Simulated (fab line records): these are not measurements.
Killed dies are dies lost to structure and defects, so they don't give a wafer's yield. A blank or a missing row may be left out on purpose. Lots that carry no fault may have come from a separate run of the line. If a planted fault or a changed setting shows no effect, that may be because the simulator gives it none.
Which tool was responsible? / flow ritCmos / 14 lots with 42 wafers sampled at 3 steps, on a route of 202 steps

== WHAT EACH GAUGE READ, for each wafer ==
RIT_M1_RS_MEAS_01: the measuring method here is four-point-probe.
lot=L971; measured=day 3 11:11; on=filmMetro-03; M1_AL_RS (ohm/sq)=0.0730 0.0724 0.0731
lot=L972; measured=day 3 22:27; on=filmMetro-02; M1_AL_RS (ohm/sq)=0.0729 0.0728 0.0732
lot=L973; measured=day 4 01:37; on=filmMetro-03; M1_AL_RS (ohm/sq)=0.0729 0.0723 0.0724
lot=L975; measured=day 4 09:38; on=filmMetro-04; M1_AL_RS (ohm/sq)=0.0734 0.0724 0.0736
lot=L976; measured=day 4 13:24; on=filmMetro-02; M1_AL_RS (ohm/sq)=0.0735 0.0731 0.0729
lot=L977; measured=day 4 22:25; on=filmMetro-02; M1_AL_RS (ohm/sq)=0.0725 0.0842 0.0846
lot=L978; measured=day 5 03:44; on=filmMetro-02; M1_AL_RS (ohm/sq)=0.0723 0.0734 0.0726
lot=L979; measured=day 5 08:20; on=filmMetro-04; M1_AL_RS (ohm/sq)=0.0751 0.0736 0.0854
lot=L985; measured=day 6 09:21; on=filmMetro-02; M1_AL_RS (ohm/sq)=0.0725 0.0721 0.0724
lot=L987; measured=day 6 21:16; on=filmMetro-02; M1_AL_RS (ohm/sq)=0.0732 0.0746 0.0731
lot=L989; measured=day 7 08:42; on=filmMetro-04; M1_AL_RS (ohm/sq)=0.0733 0.0735 0.0733
lot=L991; measured=day 7 21:53; on=filmMetro-02; M1_AL_RS (ohm/sq)=0.0734 0.0756 0.0741
lot=L992; measured=day 7 22:04; on=filmMetro-03; M1_AL_RS (ohm/sq)=0.0730 0.0726 0.0731
lot=L993; measured=day 8 04:31; on=filmMetro-03; M1_AL_RS (ohm/sq)=0.0738 0.0737 0.0725

RIT_M1_THK_MEAS_02: measures by xrf.
lot=L971; measured=day 3 11:19; on=filmMetro-03; M1_AL_THK (nm)=398 401 397
lot=L972; measured=day 3 22:34; on=filmMetro-02; M1_AL_THK (nm)=404 402 398
lot=L973; measured=day 4 01:44; on=filmMetro-03; M1_AL_THK (nm)=397 396 398
lot=L975; measured=day 4 09:46; on=filmMetro-04; M1_AL_THK (nm)=399 406 399
lot=L976; measured=day 4 13:29; on=filmMetro-02; M1_AL_THK (nm)=399 400 402
lot=L977; measured=day 4 22:32; on=filmMetro-02; M1_AL_THK (nm)=403 349 347
lot=L978; measured=day 5 03:50; on=filmMetro-02; M1_AL_THK (nm)=406 400 403
lot=L979; measured=day 5 08:27; on=filmMetro-04; M1_AL_THK (nm)=388 395 341
lot=L985; measured=day 6 09:28; on=filmMetro-02; M1_AL_THK (nm)=401 402 403
lot=L987; measured=day 6 21:22; on=filmMetro-02; M1_AL_THK (nm)=398 390 398
lot=L989; measured=day 7 08:49; on=filmMetro-04; M1_AL_THK (nm)=396 394 395
lot=L991; measured=day 7 21:59; on=filmMetro-02; M1_AL_THK (nm)=399 390 396
lot=L992; measured=day 7 22:11; on=filmMetro-03; M1_AL_THK (nm)=395 400 397
lot=L993; measured=day 8 04:38; on=filmMetro-03; M1_AL_THK (nm)=392 393 401

== WHICH TOOL RAN EACH LOT (tool, then ch and the chambers of the sampled wafers, then the start) ==
lot=L971; RIT_M1_SPUTTER_00=pvdSputter-02, day 3 10:54
lot=L972; RIT_M1_SPUTTER_00=pvdSputter-04, day 3 22:08
lot=L973; RIT_M1_SPUTTER_00=pvdSputter-02, day 4 01:19
lot=L975; RIT_M1_SPUTTER_00=pvdSputter-02, day 4 09:20
lot=L976; RIT_M1_SPUTTER_00=pvdSputter-04, day 4 13:02
lot=L977; RIT_M1_SPUTTER_00=pvdSputter-02, day 4 22:08
lot=L978; RIT_M1_SPUTTER_00=pvdSputter-04, day 5 03:25
lot=L979; RIT_M1_SPUTTER_00=pvdSputter-02, day 5 08:01
lot=L985; RIT_M1_SPUTTER_00=pvdSputter-03, day 6 09:03
lot=L987; RIT_M1_SPUTTER_00=pvdSputter-03, day 6 20:57
lot=L989; RIT_M1_SPUTTER_00=pvdSputter-04, day 7 08:23
lot=L991; RIT_M1_SPUTTER_00=pvdSputter-04, day 7 21:34
lot=L992; RIT_M1_SPUTTER_00=pvdSputter-02, day 7 21:47
lot=L993; RIT_M1_SPUTTER_00=pvdSputter-04, day 8 04:13
- RIT_M1_SPUTTER_00: material Al, target thk 400 nm, time 500 s.

== AS READ BY THE TOOLS THEMSELVES (means over the sampled wafers that have a number; for cases with no such wafer, the mark the record gives instead) ==
RIT_M1_SPUTTER_00.
lot=L971; tool=pvdSputter-02; throttleValvePct (%)=29.2
lot=L972; tool=pvdSputter-04; throttleValvePct (%)=28.3
lot=L973; tool=pvdSputter-02; throttleValvePct (%)=29.6
lot=L975; tool=pvdSputter-02; throttleValvePct (%)=29.7
lot=L976; tool=pvdSputter-04; throttleValvePct (%)=29.0
lot=L977; tool=pvdSputter-02; throttleValvePct (%)=29.2
lot=L978; tool=pvdSputter-04; throttleValvePct (%)=28.4
lot=L979; tool=pvdSputter-02; throttleValvePct (%)=29.5
lot=L985; tool=pvdSputter-03; throttleValvePct (%)=30.1
lot=L987; tool=pvdSputter-03; throttleValvePct (%)=29.9
lot=L989; tool=pvdSputter-04; throttleValvePct (%)=29.2
lot=L991; tool=pvdSputter-04; throttleValvePct (%)=29.6
lot=L992; tool=pvdSputter-02; throttleValvePct (%)=29.7
lot=L993; tool=pvdSputter-04; throttleValvePct (%)=28.8

== THE ANSWER, worked out from the rows above alone ==
Rule: the usual values come from the lots themselves. The widest of any qualifying gaps counts: lots, ordered by their means at a reading, are off when they make up no more than a third of the lots, leave a main group of 4 or more, and stand apart from it by 3 or more times the standard deviation of that group's means. A main group whose means are all the same, to the digits that the tables above print for the reading, isn't used. Also off: a lot with no number at a reading for which 4 or more lots have one. The other lots that the step has rows for count as sound. First the gauges in route order, then the tools' own readings, where a lot's mean is used as printed above. At the first step where some lot is off, the reading lying furthest off is the one used; lots without a number count as furthest.
Off: at RIT_M1_RS_MEAS_01 (M1_AL_RS), L977, L979. Main group: mean 0.0731 ohm/sq, sd 0.00051.
If a tool, at a process step before that reading, ran all the lots that are off and no sound lot after the first of them, it fits. Those tools and the gauges at RIT_M1_RS_MEAS_01 are tried in the same way. Not one of the candidates tried fits.

== WHAT THE SIMULATOR HAD INSERTED ==
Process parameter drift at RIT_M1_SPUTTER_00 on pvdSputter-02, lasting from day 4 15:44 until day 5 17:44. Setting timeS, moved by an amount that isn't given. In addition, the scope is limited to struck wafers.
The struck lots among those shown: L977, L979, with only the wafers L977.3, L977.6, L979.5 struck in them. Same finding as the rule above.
